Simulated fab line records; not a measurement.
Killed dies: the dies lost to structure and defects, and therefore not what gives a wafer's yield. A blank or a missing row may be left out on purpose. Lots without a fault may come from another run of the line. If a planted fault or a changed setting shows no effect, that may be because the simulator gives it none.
Split-lot trial || flow rit cmos || 23 wafers read across 5 lots, on a route 202 steps long

ON THE SPLIT
At RIT_CONTACT_CVD_00 (deposits SiO2 from TEOS, target thk 400 nm, time 61 s), the setting time s was moved away from the recipe's 61 s on 7 of the 23 wafers read, by -6.1% to +6.0%. For the rest of the wafers, this setting stayed at what the recipe calls for.

No step appears in the file between the split and the reading.

THE READING
CONTACT_TEOS_THK (nm), taken at RIT_CONTACT_THK_MEAS_01. On this fab line, fault-free wafers typically give 399 nm with a standard deviation of 6 nm.

{"wafer": "L074.2", "tool, chamber at the split": "pecvd-02, 0", "time s as run, s": 64.63, "against the recipe": "+6.0%", "CONTACT_TEOS_THK, nm": 415, "against lot-mates on the recipe": "+16"}
{"wafer": "L074.3", "tool, chamber at the split": "pecvd-02, 2", "time s as run, s": 61, "against the recipe": "recipe", "CONTACT_TEOS_THK, nm": 404, "against lot-mates on the recipe": "-"}
{"wafer": "L074.4", "tool, chamber at the split": "pecvd-02, 1", "time s as run, s": 61, "against the recipe": "recipe", "CONTACT_TEOS_THK, nm": 395, "against lot-mates on the recipe": "-"}
{"wafer": "L074.5", "tool, chamber at the split": "pecvd-02, 0", "time s as run, s": 64.63, "against the recipe": "+6.0%", "CONTACT_TEOS_THK, nm": 420, "against lot-mates on the recipe": "+20"}
{"wafer": "L074.6", "tool, chamber at the split": "pecvd-02, 2", "time s as run, s": 64.63, "against the recipe": "+6.0%", "CONTACT_TEOS_THK, nm": 432, "against lot-mates on the recipe": "+32"}
{"wafer": "L076.1", "tool, chamber at the split": "pecvd-04, 1", "time s as run, s": 61, "against the recipe": "recipe", "CONTACT_TEOS_THK, nm": 400, "against lot-mates on the recipe": "-"}
{"wafer": "L076.2", "tool, chamber at the split": "pecvd-04, 0", "time s as run, s": 61, "against the recipe": "recipe", "CONTACT_TEOS_THK, nm": 388, "against lot-mates on the recipe": "-"}
{"wafer": "L076.3", "tool, chamber at the split": "pecvd-04, 2", "time s as run, s": 57.29, "against the recipe": "-6.1%", "CONTACT_TEOS_THK, nm": 371, "against lot-mates on the recipe": -27}
{"wafer": "L076.4", "tool, chamber at the split": "pecvd-04, 0", "time s as run, s": 57.29, "against the recipe": "-6.1%", "CONTACT_TEOS_THK, nm": 372, "against lot-mates on the recipe": -26}
{"wafer": "L076.6", "tool, chamber at the split": "pecvd-04, 1", "time s as run, s": 61, "against the recipe": "recipe", "CONTACT_TEOS_THK, nm": 406, "against lot-mates on the recipe": "-"}
{"wafer": "L077.1", "tool, chamber at the split": "pecvd-02, 1", "time s as run, s": 61, "against the recipe": "recipe", "CONTACT_TEOS_THK, nm": 398, "against lot-mates on the recipe": "-"}
{"wafer": "L077.2", "tool, chamber at the split": "pecvd-02, 2", "time s as run, s": 61, "against the recipe": "recipe", "CONTACT_TEOS_THK, nm": 410, "against lot-mates on the recipe": "-"}
{"wafer": "L077.3", "tool, chamber at the split": "pecvd-02, 0", "time s as run, s": 57.4, "against the recipe": "-5.9%", "CONTACT_TEOS_THK, nm": 376, "against lot-mates on the recipe": -28}
{"wafer": "L077.5", "tool, chamber at the split": "pecvd-02, 0", "time s as run, s": 61, "against the recipe": "recipe", "CONTACT_TEOS_THK, nm": 403, "against lot-mates on the recipe": "-"}
{"wafer": "L077.6", "tool, chamber at the split": "pecvd-02, 1", "time s as run, s": 57.4, "against the recipe": "-5.9%", "CONTACT_TEOS_THK, nm": 380, "against lot-mates on the recipe": -24}
{"wafer": "L082.2", "tool, chamber at the split": "pecvd-04, 0", "time s as run, s": 61, "against the recipe": "recipe", "CONTACT_TEOS_THK, nm": 391, "against lot-mates on the recipe": "-"}
{"wafer": "L082.3", "tool, chamber at the split": "pecvd-04, 2", "time s as run, s": 61, "against the recipe": "recipe", "CONTACT_TEOS_THK, nm": 394, "against lot-mates on the recipe": "-"}
{"wafer": "L082.4", "tool, chamber at the split": "pecvd-04, 0", "time s as run, s": 61, "against the recipe": "recipe", "CONTACT_TEOS_THK, nm": 396, "against lot-mates on the recipe": "-"}
{"wafer": "L082.5", "tool, chamber at the split": "pecvd-04, 1", "time s as run, s": 61, "against the recipe": "recipe", "CONTACT_TEOS_THK, nm": 397, "against lot-mates on the recipe": "-"}
{"wafer": "L082.6", "tool, chamber at the split": "pecvd-04, 2", "time s as run, s": 61, "against the recipe": "recipe", "CONTACT_TEOS_THK, nm": 398, "against lot-mates on the recipe": "-"}
{"wafer": "L083.1", "tool, chamber at the split": "pecvd-02, 2", "time s as run, s": 61, "against the recipe": "recipe", "CONTACT_TEOS_THK, nm": 390, "against lot-mates on the recipe": "-"}
{"wafer": "L083.3", "tool, chamber at the split": "pecvd-02, 0", "time s as run, s": 61, "against the recipe": "recipe", "CONTACT_TEOS_THK, nm": 395, "against lot-mates on the recipe": "-"}
{"wafer": "L083.4", "tool, chamber at the split": "pecvd-02, 2", "time s as run, s": 61, "against the recipe": "recipe", "CONTACT_TEOS_THK, nm": 404, "against lot-mates on the recipe": "-"}

FIT RESULTS
A straight line over all 23 wafers: CONTACT_TEOS_THK changes by +3.98 nm for each +1% of time s; r = +0.92; the points scatter about the line by 6 nm.
The same after taking each lot's own level away (the mean of its wafers on the recipe; 23 wafers): +4.12 nm for each +1%; r = +0.94; scatter 5.3 nm.
That fit puts the effect of the largest move of time s on the reading at 25 nm.
Measured against the standard deviation above, the lots' own levels, which go from 395.2 to 403.7 nm, span 1.4 times it.
Consequently the slope shifts little with the lot-to-lot level, the two slopes agreeing.
Check: for one of the wafers moved furthest among these (-6.1%), held out of the fit, the line's prediction against its lot-mates is -25.2 nm. Against them it came out at -27 nm.

FURTHER SPLITS ON THESE WAFERS
These wafers also went through other splits before the reading. Each is held against what the fit with the lots' levels taken away leaves over:
{"other split on the same wafers": "RIT_NSD_COAT_01 spin rpm", "wafers away from the commonest value": 8, "r with CONTACT_TEOS_THK (lot level and that fit taken away)": -0.21}
{"other split on the same wafers": "RIT_NSD_IMPLANT_08 energy kev", "wafers away from the commonest value": 11, "r with CONTACT_TEOS_THK (lot level and that fit taken away)": "+0.35"}
{"other split on the same wafers": "RIT_SILICIDE_SPUTTER_01 power w", "wafers away from the commonest value": 11, "r with CONTACT_TEOS_THK (lot level and that fit taken away)": "+0.06"}

THE WHOLE CHAIN: every reading that the file lists as answering this split, in the file's order
{"step": "RIT_CONTACT_CVD_00", "what it does": "deposits SiO2 from TEOS, target thk 400 nm, time 61 s", "reading": "SiO2_of_CONTACT_CVD_00.thk nm (the simulator's own value, which no gauge read)", "change (the file's fit)": "+4.21 nm for each +1% of the setting", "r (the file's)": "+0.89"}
{"step": "RIT_CONTACT_THK_MEAS_01", "what it does": "", "reading": "CONTACT_TEOS_THK", "change (the file's fit)": "+4.2 for each +1% of the setting", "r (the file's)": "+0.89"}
{"step": "RIT_CONTACT_ETCH_11", "what it does": "etches SiO2 in CHF3/CF4/Ar, stops on TiSi2, target depth 480 nm, time 320 s", "reading": "etch.depth nm (the simulator's own value, which no gauge read)", "change (the file's fit)": "+4.21 nm for each +1% of the setting", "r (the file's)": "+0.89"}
{"step": "RIT_CONTACT_ETCH_11", "what it does": "etches SiO2 in CHF3/CF4/Ar, stops on TiSi2, target depth 480 nm, time 320 s", "reading": "CONTACT.feature depth nm (the simulator's own value, which no gauge read)", "change (the file's fit)": "+4.21 nm for each +1% of the setting", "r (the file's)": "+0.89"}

THE FILE'S OWN FIT
CONTACT_TEOS_THK changes by +4.2 nm for each +1% of time s, r = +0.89.
